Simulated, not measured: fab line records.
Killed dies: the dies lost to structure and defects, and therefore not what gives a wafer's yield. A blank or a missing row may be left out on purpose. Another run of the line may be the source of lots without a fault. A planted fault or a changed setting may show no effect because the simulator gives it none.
Check of tool commonality || flow rit cmos || Sampled: 14 lots, 48 wafers

== WHY IT WAS OPENED ==
Of 14 lots, 2 have the reading PSD_TW flagged at RIT_PSD_TW_MEAS_10. Fault-free wafers read 3446, with a standard deviation of 26.
Rule: a lot gets a flag if all its wafers with a number sit over 4 standard deviations from that mean, or if no wafer of it has a number. The rest of the lots are taken to be sound.

{"lot": "L155", "measured": "day 3 01:34", "on": "film metro-01", "PSD_TW, wafer by wafer": "3418 3433 3426", "flag": ""}
{"lot": "L158", "measured": "day 3 18:21", "on": "film metro-03", "PSD_TW, wafer by wafer": "3417 3417 3417", "flag": ""}
{"lot": "L159", "measured": "day 3 22:12", "on": "film metro-01", "PSD_TW, wafer by wafer": "3419 3427 3426", "flag": ""}
{"lot": "L160", "measured": "day 4 02:50", "on": "film metro-01", "PSD_TW, wafer by wafer": "3417 3409 3396", "flag": ""}
{"lot": "L161", "measured": "day 4 07:32", "on": "film metro-04", "PSD_TW, wafer by wafer": "3479 3487 3484", "flag": ""}
{"lot": "L162", "measured": "day 4 14:44", "on": "film metro-01", "PSD_TW, wafer by wafer": "3437 3403 3400", "flag": ""}
{"lot": "L163", "measured": "day 4 23:31", "on": "film metro-04", "PSD_TW, wafer by wafer": "3478 3470 3468", "flag": ""}
{"lot": "L164", "measured": "day 5 03:19", "on": "film metro-03", "PSD_TW, wafer by wafer": "3421 3431 3422", "flag": ""}
{"lot": "L172", "measured": "day 6 20:47", "on": "film metro-01", "PSD_TW, wafer by wafer": "30 30 30 30 30 30", "flag": "FLAGGED"}
{"lot": "L173", "measured": "day 7 00:10", "on": "film metro-01", "PSD_TW, wafer by wafer": "30 30 30 30 30 30", "flag": "FLAGGED"}
{"lot": "L174", "measured": "day 7 04:55", "on": "film metro-01", "PSD_TW, wafer by wafer": "3438 3443 3451", "flag": ""}
{"lot": "L175", "measured": "day 7 08:21", "on": "film metro-03", "PSD_TW, wafer by wafer": "3423 3407 3404", "flag": ""}
{"lot": "L176", "measured": "day 7 12:38", "on": "film metro-04", "PSD_TW, wafer by wafer": "3471 3472 3482", "flag": ""}
{"lot": "L178", "measured": "day 7 20:47", "on": "film metro-04", "PSD_TW, wafer by wafer": "3461 3453 3475", "flag": ""}
Averaged over the flagged lots the numbers come to 30, -3416 from the usual (-99 or more standard deviations).

== WHICH TOOL EACH LOT WENT THROUGH ==
The record holds 2 process steps before the reading, out of a route of 202 steps. In each cell: the tool, then ch and the chambers that the sampled wafers went through, then the start.
{"lot": "L155", "flag": "", "RIT_NLDD_STRIP_09": "plasma asher-01 ch 0, day 2 18:20", "RIT_NSD_STRIP_09": "plasma asher-04 ch 0,1, day 2 23:58"}
{"lot": "L158", "flag": "", "RIT_NLDD_STRIP_09": "plasma asher-01 ch 0,1, day 3 11:05", "RIT_NSD_STRIP_09": "plasma asher-02 ch 1, day 3 16:41"}
{"lot": "L159", "flag": "", "RIT_NLDD_STRIP_09": "plasma asher-01 ch 0,1, day 3 14:41", "RIT_NSD_STRIP_09": "plasma asher-04 ch 0,1, day 3 20:29"}
{"lot": "L160", "flag": "", "RIT_NLDD_STRIP_09": "plasma asher-03 ch 0,1, day 3 19:38", "RIT_NSD_STRIP_09": "plasma asher-02 ch 0,1, day 4 01:07"}
{"lot": "L161", "flag": "", "RIT_NLDD_STRIP_09": "plasma asher-03 ch 0,1, day 3 23:22", "RIT_NSD_STRIP_09": "plasma asher-02 ch 0,1, day 4 05:50"}
{"lot": "L162", "flag": "", "RIT_NLDD_STRIP_09": "plasma asher-04 ch 0,1, day 4 06:36", "RIT_NSD_STRIP_09": "plasma asher-02 ch 0,1, day 4 13:01"}
{"lot": "L163", "flag": "", "RIT_NLDD_STRIP_09": "plasma asher-01 ch 0,1, day 4 15:22", "RIT_NSD_STRIP_09": "plasma asher-02 ch 0,1, day 4 21:57"}
{"lot": "L164", "flag": "", "RIT_NLDD_STRIP_09": "plasma asher-03 ch 0,1, day 4 19:11", "RIT_NSD_STRIP_09": "plasma asher-03 ch 0, day 5 01:43"}
{"lot": "L172", "flag": "FLAGGED", "RIT_NLDD_STRIP_09": "plasma asher-04 ch 1, day 6 13:43", "RIT_NSD_STRIP_09": "plasma asher-03 ch 0, day 6 19:03"}
{"lot": "L173", "flag": "FLAGGED", "RIT_NLDD_STRIP_09": "plasma asher-03 ch 0,1, day 6 16:07", "RIT_NSD_STRIP_09": "plasma asher-02 ch 0,1, day 6 22:34"}
{"lot": "L174", "flag": "", "RIT_NLDD_STRIP_09": "plasma asher-04 ch 0,1, day 6 19:20", "RIT_NSD_STRIP_09": "plasma asher-03 ch 0,1, day 7 03:20"}
{"lot": "L175", "flag": "", "RIT_NLDD_STRIP_09": "plasma asher-01 ch 0,1, day 7 00:07", "RIT_NSD_STRIP_09": "plasma asher-03 ch 0,1, day 7 06:38"}
{"lot": "L176", "flag": "", "RIT_NLDD_STRIP_09": "plasma asher-01 ch 0,1, day 7 04:35", "RIT_NSD_STRIP_09": "plasma asher-03 ch 0,1, day 7 11:05"}
{"lot": "L178", "flag": "", "RIT_NLDD_STRIP_09": "plasma asher-04 ch 0,1, day 7 12:35", "RIT_NSD_STRIP_09": "plasma asher-03 ch 0,1, day 7 19:03"}
What the steps here do:
- RIT_NLDD_STRIP_09: strips in O2, time 180 s.
- RIT_NSD_STRIP_09: strips in O2, time 180 s.
- RIT_PSD_TW_MEAS_10

== FLAGGED OVER TOTAL, TOOL BY TOOL (the gauges that took the reading come last) ==
{"step": "RIT_NLDD_STRIP_09", "tool": "plasma asher-01", "lots run": 6, "flagged": 0, "share of the flagged lots": "none", "sound lots run after its first flagged lot": "-"}
{"step": "RIT_NLDD_STRIP_09", "tool": "plasma asher-03", "lots run": 4, "flagged": 1, "share of the flagged lots": "some", "sound lots run after its first flagged lot": 0}
{"step": "RIT_NLDD_STRIP_09", "tool": "plasma asher-04", "lots run": 4, "flagged": 1, "share of the flagged lots": "some", "sound lots run after its first flagged lot": "2 (L174,L178)"}
{"step": "RIT_NSD_STRIP_09", "tool": "plasma asher-02", "lots run": 6, "flagged": 1, "share of the flagged lots": "some", "sound lots run after its first flagged lot": 0}
{"step": "RIT_NSD_STRIP_09", "tool": "plasma asher-03", "lots run": 6, "flagged": 1, "share of the flagged lots": "some", "sound lots run after its first flagged lot": "4 (L174,L175,L176,L178)"}
{"step": "RIT_NSD_STRIP_09", "tool": "plasma asher-04", "lots run": 2, "flagged": 0, "share of the flagged lots": "none", "sound lots run after its first flagged lot": "-"}
{"step": "RIT_PSD_TW_MEAS_10", "tool": "film metro-01", "lots run": 7, "flagged": 2, "share of the flagged lots": "all", "sound lots run after its first flagged lot": "1 (L174)"}
{"step": "RIT_PSD_TW_MEAS_10", "tool": "film metro-03", "lots run": 3, "flagged": 0, "share of the flagged lots": "none", "sound lots run after its first flagged lot": "-"}
{"step": "RIT_PSD_TW_MEAS_10", "tool": "film metro-04", "lots run": 4, "flagged": 0, "share of the flagged lots": "none", "sound lots run after its first flagged lot": "-"}

== WHAT THE TABLE ALLOWS ==
In the table, 1 row covers all flagged lots: film metro-01 at RIT_PSD_TW_MEAS_10.
- film metro-01 at RIT_PSD_TW_MEAS_10: 2 of its 7 lots flagged. Sound lots ran on it after the first flagged one (L174), which a lasting fault on the whole tool wouldn't allow.
None of the table's rows ran every flagged lot and, after the first, no sound lot.

== WHAT THE SIMULATOR HAD INSERTED ==
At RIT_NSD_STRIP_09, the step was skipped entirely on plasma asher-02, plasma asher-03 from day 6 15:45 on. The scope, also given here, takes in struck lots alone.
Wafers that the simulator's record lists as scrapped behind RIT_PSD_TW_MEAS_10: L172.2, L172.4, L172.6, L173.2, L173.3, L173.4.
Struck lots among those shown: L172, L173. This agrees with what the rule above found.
